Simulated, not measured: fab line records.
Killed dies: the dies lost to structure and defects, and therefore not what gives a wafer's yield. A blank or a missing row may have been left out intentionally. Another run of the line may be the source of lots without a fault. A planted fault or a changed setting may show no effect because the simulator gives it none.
One fault seen from 2 desks + flow berkeleyCmos170 + only its own numbers are on each desk; what lay behind them is given at the end

## THE TOOL OWNER'S DESK: rieDiel-04
The tool's own readings at UCB170_V2_ETCH_14 (etches SiO2 in CHF3/CF4/Ar, stops on Al, target depth 1250 nm, time 291 s): means of the sampled wafers that have a number, for each lot that ran on this tool. Marked OUT: a lot whose mean sits more than 4 standard deviations from the usual mean, which makes it out of limits; the brackets give that distance.
Columns: A = drypumpMotorCurrentA at UCB170_V2_ETCH_14, usual 5.8 A; B = oesProductAu at UCB170_V2_ETCH_14, usual 0.878 a.u.; C = throttleValvePct at UCB170_V2_ETCH_14, usual 6.94 %
| lot  | first seen here | A   | B     | C    |
|------|-----------------|-----|-------|------|
| L148 | day 8 21:39     | 5.2 | 0.882 | 7.00 |
| L158 | day 11 13:50    | 5.6 | 0.873 | 6.87 |
| L161 | day 12 02:37    | 5.5 | 0.877 | 6.97 |
This desk's finding: nothing out of limits on any of the 3 lots.

## THE METROLOGY DESK
What the gauges read for every lot (on any tool): the sampled wafers with a number, averaged. Marked OUT: a lot whose mean sits more than 4 standard deviations from the usual mean, which makes it out of limits; the brackets give that distance. It has 11 readings; the 7 that lie furthest out on some lot are the ones shown.
Columns: A = V2_POLISHED_THK at UCB170_V2_THK_MEAS_04, usual 1000.5 nm; B = V2_OVL at UCB170_V2_OVL_MEAS_13, usual -1 nm; C = cdNm at UCB170_V2_CD_MEAS_90, usual 700.0 nm; D = M3_AL_RS at UCB170_M3_RS_MEAS_02, usual 0.0321 ohm/sq; E = M3_AL_THK at UCB170_M3_THK_MEAS_03, usual 870 nm; F = cdNm at UCB170_M3_CD_MEAS_15, usual 700.0 nm; G = M3_OVL at UCB170_M3_OVL_MEAS_16, usual 0 nm
| lot  | first seen here | A      | B  | C     | D      | E   | F     | G  |
|------|-----------------|--------|----|-------|--------|-----|-------|----|
| L148 | day 8 20:09     | 1001.6 | 1  | 700.1 | 0.0317 | 878 | 697.8 | -8 |
| L147 | day 8 22:07     | 1000.0 | -3 | 698.4 | 0.0315 | 885 | 698.7 | 2  |
| L158 | day 11 11:59    | 998.9  | -7 | 699.7 | 0.0322 | 875 | 701.7 | -3 |
| L161 | day 12 01:07    | 1002.6 | 0  | 701.0 | 0.0322 | 868 | 701.2 | -4 |
| L168 | day 12 17:41    | 1000.8 | 1  | 702.0 | 0.0327 | 860 | 699.8 | -1 |
| L166 | day 12 20:09    | 1001.7 | 6  | 699.7 | 0.0325 | 863 | 698.0 | -7 |
This desk's finding: nothing out of limits on any of the 6 lots.

## TAKEN TOGETHER
The tool owner's desk saw nothing out of limits.
The metrology desk saw nothing out of limits.

## WHAT THE SIMULATOR PUT IN
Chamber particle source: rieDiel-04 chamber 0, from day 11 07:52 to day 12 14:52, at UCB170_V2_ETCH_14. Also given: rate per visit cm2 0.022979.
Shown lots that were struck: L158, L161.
